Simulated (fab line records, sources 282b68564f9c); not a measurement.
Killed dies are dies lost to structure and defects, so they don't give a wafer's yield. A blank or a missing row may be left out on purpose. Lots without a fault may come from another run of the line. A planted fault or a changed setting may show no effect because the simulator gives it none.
Which tool did it? | flow rit_cmos | 14 lots, 42 wafers sampled, at 4 steps of a route of 202

WHAT THE GAUGES READ, wafer by wafer
RIT_FOX2_THK_MEAS_90. Usual: FIELD_OXIDE_LEFT_1_THK 325 nm, standard deviation 6.8.
lot  | measured    | on            | FIELD_OXIDE_LEFT_1_THK (nm) | flag
L152 | day 2 00:28 | film_metro-03 | 317 323 323                 |
L154 | day 2 11:23 | film_metro-03 | 323 324 328                 |
L156 | day 2 20:17 | film_metro-04 | 337 331 332                 |
L157 | day 3 01:23 | film_metro-01 | 328 325 324                 |
L161 | day 3 22:43 | film_metro-04 | 325 323 320                 |
L162 | day 4 02:28 | film_metro-03 | 327 331 336                 |
L164 | day 4 12:16 | film_metro-04 | 343 339 336                 |
L165 | day 4 17:21 | film_metro-03 | 321 323 320                 |
L166 | day 4 22:55 | film_metro-01 | 329 322 321                 |
L169 | day 5 13:50 | film_metro-04 | 329 328 328                 |
L170 | day 5 19:55 | film_metro-01 | 326 330 322                 |
L172 | day 6 06:10 | film_metro-01 | 322 320 323                 |
L173 | day 6 10:49 | film_metro-04 | 318 316 323                 |
L174 | day 6 19:20 | film_metro-03 | 331 326 332                 |

RIT_PRETRO_OVL_MEAS_06. Usual: PRETRO_OVL 0.4 nm, standard deviation 1.5.
lot  | measured    | on         | PRETRO_OVL (nm) | flag
L152 | day 2 11:34 | overlay-02 | -0.1 -0.3 -0.5  |
L154 | day 2 22:44 | overlay-02 | 1.3 -0.9 -0.7   |
L161 | day 4 10:02 | overlay-02 | -0.4 0.0 -0.5   |
L162 | day 4 14:00 | overlay-02 | -1.8 -0.7 -0.2  |
L164 | day 4 23:44 | overlay-02 | -0.7 -2.5 -1.0  |
L165 | day 5 04:35 | overlay-01 | 2.9 2.1 1.4     |
L166 | day 5 10:55 | overlay-01 | 1.8 0.3 1.0     |
L169 | day 6 01:34 | overlay-01 | 0.0 2.6 2.6     |
L170 | day 6 07:41 | overlay-01 | 1.6 -0.3 0.7    |
L172 | day 6 17:50 | overlay-02 | -0.7 1.2 1.1    |
L173 | day 6 23:09 | overlay-01 | 1.6 1.5 1.7     |
L174 | day 7 06:31 | overlay-02 | -2.4 -1.5 -1.5  |

RIT_FOX2_THK_MEAS_91. Usual: FIELD_OXIDE_LEFT_2_THK 257 nm, standard deviation 6.7.
lot  | measured    | on            | FIELD_OXIDE_LEFT_2_THK (nm) | flag
L152 | day 2 12:53 | film_metro-04 | 249 255 255                 |
L154 | day 2 23:51 | film_metro-04 | 255 257 260                 |
L161 | day 4 11:08 | film_metro-01 | 257 255 251                 |
L162 | day 4 15:08 | film_metro-04 | 259 263 267                 |
L164 | day 5 00:50 | film_metro-03 | 275 270 268                 |
L165 | day 5 05:43 | film_metro-01 | 253 255 252                 |
L166 | day 5 12:02 | film_metro-01 | 261 253 252                 |
L169 | day 6 02:40 | film_metro-01 | 261 260 260                 |
L170 | day 6 08:49 | film_metro-01 | 258 262 254                 |
L172 | day 6 18:55 | film_metro-04 | 254 252 255                 |
L173 | day 7 00:14 | film_metro-04 | 252 249 255                 |
L174 | day 7 07:36 | film_metro-04 | 264 259 264                 |

WHICH TOOL RAN EACH LOT (tool, then ch and the chambers of the sampled wafers, then the start)
lot  | RIT_WELLDRIVE_ANNEAL_00
L152 | furnace-01 ch 0, day 2 03:38
L154 | furnace-01 ch 0, day 2 14:40
L156 | furnace-02, day 2 23:56
L157 | furnace-03, day 3 05:00
L161 | furnace-03 ch 0, day 4 02:17
L162 | furnace-02 ch 0, day 4 06:07
L164 | furnace-03 ch 0, day 4 15:41
L165 | furnace-03 ch 0, day 4 20:49
L166 | furnace-02 ch 0, day 5 03:02
L169 | furnace-02 ch 0, day 5 17:33
L170 | furnace-03 ch 0, day 5 23:47
L172 | furnace-03 ch 0, day 6 09:57
L173 | furnace-03 ch 0, day 6 15:02
L174 | furnace-02 ch 0, day 6 22:37
- RIT_WELLDRIVE_ANNEAL_00: time 14700 s.

WHAT THE TOOLS THEMSELVES READ (means of the sampled wafers that have a number; where no wafer has one, the mark that the record gives instead)
RIT_WELLDRIVE_ANNEAL_00. Usual: run_length_s 18271 s, standard deviation 7.2; spike_tc_centre_C 1102.7 C, standard deviation 1.6.
lot  | tool       | run_length_s (s) | spike_tc_centre_C (C) | flag
L152 | furnace-01 | 18278            | 1103.4                |
L154 | furnace-01 | 18285            | 1102.3                |
L156 | furnace-02 | -                | -                     | OFF
L157 | furnace-03 | -                | -                     | OFF
L161 | furnace-03 | 18263            | 1101.1                |
L162 | furnace-02 | 18267            | 1103.5                |
L164 | furnace-03 | 18279            | 1101.5                |
L165 | furnace-03 | 18266            | 1101.3                |
L166 | furnace-02 | 18272            | 1102.7                |
L169 | furnace-02 | 18275            | 1103.6                |
L170 | furnace-03 | 18277            | 1101.7                |
L172 | furnace-03 | 18270            | 1101.6                |
L173 | furnace-03 | 18266            | 1101.4                |
L174 | furnace-02 | 18266            | 1104.6                |

THE ANSWER, worked out from the rows above alone
Rule: a lot is off if the mean of its wafers that have a number lies more than 3 standard deviations from the usual mean. A lot without any number at a reading at which 4 lots or more have one is off too. The other lots that the step has rows for count as sound. The gauges are gone through in route order, then the tools' own readings, and for those a lot's mean is taken as printed above. The first step at which some lot is off is used, and at that step the reading that is off furthest; a lot without a number counts as furthest.
Off: L156, L157, at RIT_WELLDRIVE_ANNEAL_00 (run_length_s). Without a number there: L156, L157.
A tool fits if, at that step or a process step before it, it ran every lot that is off, and no sound lot after the first of them. None of those tried fits.

WHAT THE SIMULATOR HAD PUT IN
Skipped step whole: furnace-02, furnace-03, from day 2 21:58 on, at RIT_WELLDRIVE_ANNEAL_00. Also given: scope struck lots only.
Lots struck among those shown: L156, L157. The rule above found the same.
